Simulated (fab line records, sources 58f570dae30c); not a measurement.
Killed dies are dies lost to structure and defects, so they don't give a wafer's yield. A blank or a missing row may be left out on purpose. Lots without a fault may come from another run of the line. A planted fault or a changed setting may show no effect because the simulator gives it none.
Which tool did it? | flow berkeley_cmos170 | 14 lots, 42 wafers sampled, at 2 steps of a route of 331

WHAT THE GAUGES READ, wafer by wafer
UCB170_FIELD_THK_MEAS_02. Usual: FIELD_OXIDE_THK 566 nm, standard deviation 12.
lot  | measured    | on            | FIELD_OXIDE_THK (nm) | flag
L609 | day 5 03:46 | film_metro-04 | 574 576 575          |
L610 | day 5 13:16 | film_metro-03 | 571 571 575          |
L611 | day 5 13:17 | film_metro-04 | 591 580 582          |
L613 | day 6 05:52 | film_metro-02 | 585 582 577          |
L614 | day 6 05:56 | film_metro-02 | 575 573 566          |
L618 | day 6 11:28 | film_metro-03 | 582 582 586          |
L621 | day 6 23:56 | film_metro-03 | 555 562 570          |
L619 | day 6 23:56 | film_metro-02 | 564 559 559          |
L620 | day 7 00:00 | film_metro-03 | 566 585 583          |
L623 | day 7 18:04 | film_metro-03 | 567 564 559          |
L629 | day 8 15:13 | film_metro-03 | 562 559 562          |
L630 | day 8 15:15 | film_metro-04 | 553 555 558          |
L631 | day 8 22:10 | film_metro-02 | 567 551 554          |
L632 | day 9 06:35 | film_metro-02 | 535 534 529          |

UCB170_FIELD_THK_MEAS_90. Usual: FIELD_OXIDE_LEFT_1_THK 449 nm, standard deviation 12.
lot  | measured    | on            | FIELD_OXIDE_LEFT_1_THK (nm) | flag
L609 | day 5 12:20 | film_metro-02 | 458 460 458                 |
L610 | day 6 00:52 | film_metro-03 | 454 455 458                 |
L611 | day 6 00:53 | film_metro-02 | 473 463 467                 |
L613 | day 6 12:02 | film_metro-03 | 469 467 461                 |
L614 | day 6 12:02 | film_metro-02 | 460 457 451                 |
L618 | day 6 17:25 | film_metro-02 | 464 465 468                 |
L621 | day 7 06:47 | film_metro-02 | 440 447 455                 |
L619 | day 7 06:46 | film_metro-03 | 448 443 442                 |
L620 | day 7 06:51 | film_metro-03 | 450 468 467                 |
L623 | day 8 00:25 | film_metro-03 | 452 448 443                 |
L629 | day 8 23:02 | film_metro-02 | 445 442 445                 |
L630 | day 8 23:02 | film_metro-03 | 437 439 441                 |
L631 | day 9 07:08 | film_metro-03 | 451 435 437                 |
L632 | day 9 13:25 | film_metro-02 | 419 417 412                 |

WHICH TOOL RAN EACH LOT (tool, then ch and the chambers of the sampled wafers, then the start)
The record holds no process step before these readings.

WHAT THE TOOLS THEMSELVES READ (means of the sampled wafers that have a number; where no wafer has one, the mark that the record gives instead)
The record holds no such reading with a usual standard deviation.

THE ANSWER, worked out from the rows above alone
Rule: a lot is off if the mean of its wafers that have a number lies more than 3 standard deviations from the usual mean. A lot without any number at a reading at which 4 lots or more have one is off too. The other lots that the step has rows for count as sound. The gauges are gone through in route order, then the tools' own readings, and for those a lot's mean is taken as printed above. The first step at which some lot is off is used, and at that step the reading that is off furthest; a lot without a number counts as furthest.
No lot is off at any reading shown: from this, nothing can be told.

WHAT THE SIMULATOR HAD PUT IN
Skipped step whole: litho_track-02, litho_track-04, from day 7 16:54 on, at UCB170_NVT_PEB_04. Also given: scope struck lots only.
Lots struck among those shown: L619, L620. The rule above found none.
